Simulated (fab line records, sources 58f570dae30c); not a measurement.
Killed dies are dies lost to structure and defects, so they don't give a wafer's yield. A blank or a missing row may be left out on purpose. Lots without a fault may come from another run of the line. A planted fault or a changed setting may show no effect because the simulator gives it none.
fab line records | flow berkeley_cmos170
record lots=6 wafers=18 last_day=11
route steps=331 shown CONTACT@233 M1@238
lots that met no fault: from a run of the same line without faults
start_h: hours from the record's first day to the start of the lot's first wafer shown | wait_h: hours since the lot's step before | " the same as in the row above | L1.1+2: a row that stands for several wafers | - no value, or no start given | * or withheld: withheld | < > ~ a bound
route shown NAME@n: a module of which the file shows steps, and the number in the route of the first | usual: mean/standard deviation of fault-free wafers | same: alike in all rows | chamber/n: place in a boat | sites: the reading at each site | _std_site: their standard deviation | _edge_site: outer sites' mean less inner sites' | radius_mm: how far each site lies from the wafer's centre | mask NAME#n: copy n | behind: the tool/chamber that last shaped the wafer | hold: why the lot was held/for how many hours/how that ended | device: the transistor (n, p or np) that didn't switch | end of line: the same wafers' tests at the end of the route | a step without rows: its recipe alone | killed: dies lost to structure and defects at the first sort, not the wafer's yield | map: a wafer's dies, x killed, . not, _ none there
set.NAME: the setting as run; set.NAME@STEP: as run at that earlier step | model.NAME: the simulator's own value behind a step, which no gauge read
lots at some steps of the route; a table a step, a row a wafer
services: from which hour (start_h, from the record's first day; less than 0 if before it) a tool's chamber was out of use, for how many hours, and why
## steps
# step UCB170_CONTACT_ETCH_17
# recipe chemistry=N2/H2 target_depth_a=withheld overetch_a=withheld target=BARC time_s=withheld source_w=500 bias_w=100 pressure_mtorr=30 n2_flow_sccm=100 h2_flow_sccm=200
# usual drypump_motor_current_A=5.6/0.45 oes_product_au=1.007/0.02 rf_fwd_power_W=494.7/2.2 throttle_valve_pct=13.22/0.2
# columns lot.wafer tool chamber start_h wait_h drypump_motor_current_A oes_product_au rf_fwd_power_W throttle_valve_pct
L370.2 rie_diel-04 1 181.79 0.0 5.3 0.987 495.0 13.40
L370.4 " 3 " " 6.4 1.020 496.5 13.00
L370.5 " 1 " " 5.3 0.974 495.2 13.41
L372.2 rie_diel-04 0 189.97 0.0 5.1 0.987 493.6 12.97
L372.3 " 1 " " 5.3 0.969 494.9 13.42
L372.6 " 2 " " 5.2 0.981 495.6 13.09
L380.1 rie_diel-01 3 227.17 0.0 5.0 1.032 492.5 13.30
L380.4 " 1 " " 5.8 1.034 494.5 13.22
L380.6 " 3 " " 5.0 1.026 492.0 13.31
L379.3 rie_diel-04 1 231.21 0.0 5.3 0.982 493.0 13.41
L379.4 " 2 " " 5.2 0.973 495.8 13.08
L379.6 " 1 " " 5.3 0.977 495.8 13.43
L381.3 rie_diel-01 2 236.76 0.0 5.7 1.008 492.8 13.48
L381.5 " 2 " " 5.7 1.006 494.3 13.47
L381.6 " 1 " " 5.8 1.021 496.1 13.20
L386.1 rie_diel-02 1 251.28 0.0 5.5 1.019 494.7 13.15
L386.3 " 2 " " 5.8 1.054 494.1 12.91
L386.4 " 0 " " 5.2 0.994 493.8 13.19
# step UCB170_CONTACT_ETCH_18
# recipe chemistry=CHF3/CF4/Ar target=PSG stop_on=TiSi2 CHF3_flow_sccm=45 cf4_flow_sccm=15 Ar_flow_sccm=150 pressure_mtorr=200 rf_w=700 target_depth_a=8400 over_etch_frac=0.2 time_s=195
# usual drypump_motor_current_A=5.6/0.45 oes_product_au=0.894/0.013 rf_fwd_power_W=697.3/2.1 throttle_valve_pct=6.86/0.13
# columns lot.wafer tool chamber start_h wait_h drypump_motor_current_A oes_product_au rf_fwd_power_W rf_hours_counter_h throttle_valve_pct
L370.2 rie_diel-04 1 - - 5.3 0.883 698.5 9 6.91
L370.4 " 3 " " 6.4 0.894 701.7 115 6.72
L370.5 " 1 " " 5.3 0.877 695.9 - 6.92
L372.2 rie_diel-04 0 - - 5.1 0.905 694.7 41 6.66
L372.3 " 1 " " 5.3 0.876 696.3 9 6.94
L372.6 " 2 " " 5.2 0.881 696.6 - 6.90
L380.1 rie_diel-01 3 - - 5.0 0.904 693.1 37 6.87
L380.4 " 1 " " 5.8 0.897 697.6 101 6.88
L380.6 " 3 " " 5.0 0.905 696.2 - 6.86
L379.3 rie_diel-04 1 - - 5.3 0.880 697.6 12 6.93
L379.4 " 2 " " 5.2 0.881 698.3 30 6.89
L379.6 " 1 " " 5.3 0.876 697.2 - 6.93
L381.3 rie_diel-01 2 - - 5.7 0.888 696.3 20 7.06
L381.5 " 2 " " 5.7 0.884 696.6 - 7.05
L381.6 " 1 " " 5.8 0.895 694.9 - 6.87
L386.1 rie_diel-02 1 - - 5.5 0.882 698.9 21 6.83
L386.3 " 2 " " 5.8 0.901 697.6 130 6.66
L386.4 " 0 " " 5.3 0.877 700.4 109 6.85
# step UCB170_CONTACT_STRIP_19
# recipe chemistry=O2 power_w=400 pressure_mtorr=3500 platen_temp_c=withheld o2_flow_sccm=400 overash_fraction=0.5
# usual drypump_motor_current_A=6.1/0.64 oes_product_au=0.726/0.0044
# columns lot.wafer tool chamber start_h wait_h drypump_motor_current_A oes_product_au rf_hours_counter_h
L370.2 plasma_asher-02 1 181.95 - 6.4 0.730 4
L370.4 " 0 " " 5.6 0.721 -
L370.5 " 1 " " 6.4 0.733 -
L372.2 plasma_asher-04 0 190.14 - 6.6 0.726 51
L372.3 " 1 " " 6.5 0.722 -
L372.6 " 1 " " 6.5 0.722 -
L380.1 plasma_asher-01 1 227.34 - 4.7 0.722 47
L380.4 " 1 " " 4.7 0.732 -
L380.6 " 1 " " 4.7 0.729 -
L379.3 plasma_asher-02 0 231.41 - 5.6 0.723 -
L379.4 " 1 " " 6.5 0.723 -
L379.6 " 1 " " 6.5 0.723 -
L381.3 plasma_asher-04 1 236.96 - 6.5 0.730 -
L381.5 " 1 " " 6.5 0.724 -
L381.6 " 0 " " 6.5 0.724 -
L386.1 plasma_asher-01 1 251.44 - 4.7 0.715 50
L386.3 " 1 " " 4.6 0.721 -
L386.4 " 0 " " 5.9 0.722 -
# step UCB170_CONTACT_CD_MEAS_90
# recipe target_cd_nm=700
# usual cd_nm=700.3/1.5
# columns lot.wafer tool chamber start_h wait_h cd_nm
L370.2 cd_sem-01 - 182.07 0.1 700.4
L370.4 " - " " 699.1
L370.5 " - " " 698.8
L372.2 cd_sem-01 - 190.26 0.1 699.6
L372.3 " - " " 701.1
L372.6 " - " " 699.8
L380.1 cd_sem-01 - 227.44 0.1 702.9
L380.4 " - " " 703.6
L380.6 " - " " 704.9
L379.3 cd_sem-02 - 231.51 0.1 699.6
L379.4 " - " " 697.7
L379.6 " - " " 699.5
L381.3 cd_sem-02 - 237.07 0.1 702.8
L381.5 " - " " 702.0
L381.6 " - " " 702.5
L386.1 cd_sem-01 - 251.54 0.1 698.7
L386.3 " - " " 701.3
L386.4 " - " " 698.8
# step UCB170_CONTACT_CLEAN_20
# recipe chemistry=SPM temp_c=120 time_s=600
# step UCB170_M1_SPUTTER_00
# recipe material=Al target_thk_nm=600 time_s=80 power_w=6000 chamber_pressure_pa=0.5
# usual throttle_valve_pct=30.0/0.38
# columns lot.wafer tool chamber start_h wait_h throttle_valve_pct
L370.2 pvd_sputter-03 - 182.35 0.0 30.3
L370.4 " - " " 30.0
L370.5 " - " " 29.6
L372.2 pvd_sputter-03 - 190.55 0.0 30.7
L372.3 " - " " 29.8
L372.6 " - " " 30.6
L380.1 pvd_sputter-01 - 229.03 0.0 29.8
L380.4 " - " " 30.2
L380.6 " - " " 30.3
L379.3 pvd_sputter-03 - 231.77 0.0 30.0
L379.4 " - " " 29.5
L379.6 " - " " 30.2
L381.3 pvd_sputter-01 - 237.32 0.0 30.2
L381.5 " - " " 30.2
L381.6 " - " " 30.1
L386.1 pvd_sputter-04 - 251.84 0.0 30.2
L386.3 " - " " 29.7
L386.4 " - " " 30.0
# step UCB170_M1_RS_MEAS_01
# recipe thk_meas_gauge=four-point-probe reads=Al_of_M1_SPUTTER_00
# usual M1_AL_RS=0.0486/0.00042
# columns lot.wafer tool chamber start_h wait_h M1_AL_RS[ohm/sq]
L370.2 film_metro-03 - 182.43 0.1 0.0490
L370.4 " - " " 0.0482
L370.5 " - " " 0.0490
L372.2 film_metro-02 - 190.63 0.1 0.0483
L372.3 " - " " 0.0493
L372.6 " - " " 0.0485
L380.1 film_metro-01 - 229.10 0.0 0.0481
L380.4 " - " " 0.0483
L380.6 " - " " 0.0479
L379.3 film_metro-01 - 231.87 0.1 0.0483
L379.4 " - " " 0.0488
L379.6 " - " " 0.0484
L381.3 film_metro-03 - 237.42 0.1 0.0485
L381.5 " - " " 0.0487
L381.6 " - " " 0.0485
L386.1 film_metro-03 - 251.90 0.0 0.0485
L386.3 " - " " 0.0481
L386.4 " - " " 0.0481
# step UCB170_M1_THK_MEAS_02
# recipe thk_meas_gauge=xrf reads=Al_of_M1_SPUTTER_00
# usual M1_AL_THK=603/6.1
# columns lot.wafer tool chamber start_h wait_h M1_AL_THK[nm]
L370.2 film_metro-03 - 182.54 0.1 589
L370.4 " - " " 600
L370.5 " - " " 592
L372.2 film_metro-02 - 190.74 0.1 603
L372.3 " - " " 597
L372.6 " - " " 608
L380.1 film_metro-01 - 229.22 0.1 609
L380.4 " - " " 606
L380.6 " - " " 612
L379.3 film_metro-01 - 231.97 0.1 607
L379.4 " - " " 599
L379.6 " - " " 603
L381.3 film_metro-03 - 237.52 0.1 601
L381.5 " - " " 599
L381.6 " - " " 601
L386.1 film_metro-03 - 252.02 0.1 601
L386.3 " - " " 609
L386.4 " - " " 606
# step UCB170_M1_COAT_03
# recipe resist=BARC temp_c=withheld time_s=withheld spin_rpm=3000 resist_thk_nm=withheld
# step UCB170_M1_COAT_04
# recipe resist=KrF spin_rpm=1500 resist_thk_nm=900
# step UCB170_M1_SOFTBAKE_05
# recipe resist=KrF temp_c=130 time_s=60
# step UCB170_M1_EXPOSE_06
# recipe mask_id=METAL1 target_cd_nm=700 na=0.5 sigma_outer=0.6 source_shape=conventional dose_mj=21
# step UCB170_M1_PEB_07
# recipe peb_temp_c=130 peb_time_s=withheld resist=KrF
# usual chill_plate_temp_C=22.98/0.1 exhaust_pa=45.1/0.91
# columns lot.wafer tool chamber start_h wait_h chill_plate_temp_C exhaust_pa
L370.2 litho_track-01 - 183.60 0.4 - -
L370.4 " - " " - -
L370.5 " - " " - -
L372.2 litho_track-01 - 192.85 0.9 - -
L372.3 " - " " - -
L372.6 " - " " - -
L380.1 litho_track-02 0 230.50 0.4 22.98 44.9
L380.4 " 0 " " 23.04 44.8
L380.6 " 0 " " 23.12 45.9
L379.3 litho_track-02 0 232.76 0.1 23.09 44.4
L379.4 " 0 " " 22.93 43.7
L379.6 " 0 " " 23.00 44.4
L381.3 litho_track-04 0 238.76 0.7 23.02 45.0
L381.5 " 0 " " 22.91 45.9
L381.6 " 0 " " 23.03 45.5
L386.1 litho_track-01 0 252.91 0.1 23.03 46.5
L386.3 " 0 " " 23.04 46.4
L386.4 " 0 " " 23.05 45.5
# step UCB170_M1_DEVELOP_08
# recipe developer=TMAH develop_time_s=45 resist=KrF dev_temp_c=21
## services
# columns tool chamber start_h hours kind
plasma_asher-01 - 186.42 2.8 pm
pvd_sputter-01 - 187.68 2.6 repair
rie_diel-04 - 191.08 0.2 repair
rie_diel-02 2 200.21 5.4 repair
pvd_sputter-04 - 200.83 1.8 repair
rie_diel-04 0 208.05 2.2 repair
pvd_sputter-04 - 212.69 6.3 repair
## key
first_sign step=UCB170_M1_PEB_07 reading=tool_record direction=missing
effect none on later readings
met_at UCB170_M1_PEB_07
struck_wafers L370.2,L370.4,L370.5,L372.2,L372.3,L372.6
later_rows_left_out L370.2,L370.4,L370.5,L372.2,L372.3,L372.6
sort_left_out L370.2,L370.4,L370.5,L372.2,L372.3,L372.6
fault kind=skipped_step_whole tool=litho_track-01 chamber=- onset_h=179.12 steps=UCB170_M1_PEB_07 scope=struck_lots_only
# sort_left_out: the simulated sort isn't trusted on such a fault, so these wafers' sort isn't shown, and their yield isn't known
# later_rows_left_out: the simulator's readings of these wafers behind a module that went badly wrong aren't trusted and aren't shown, but for the sort
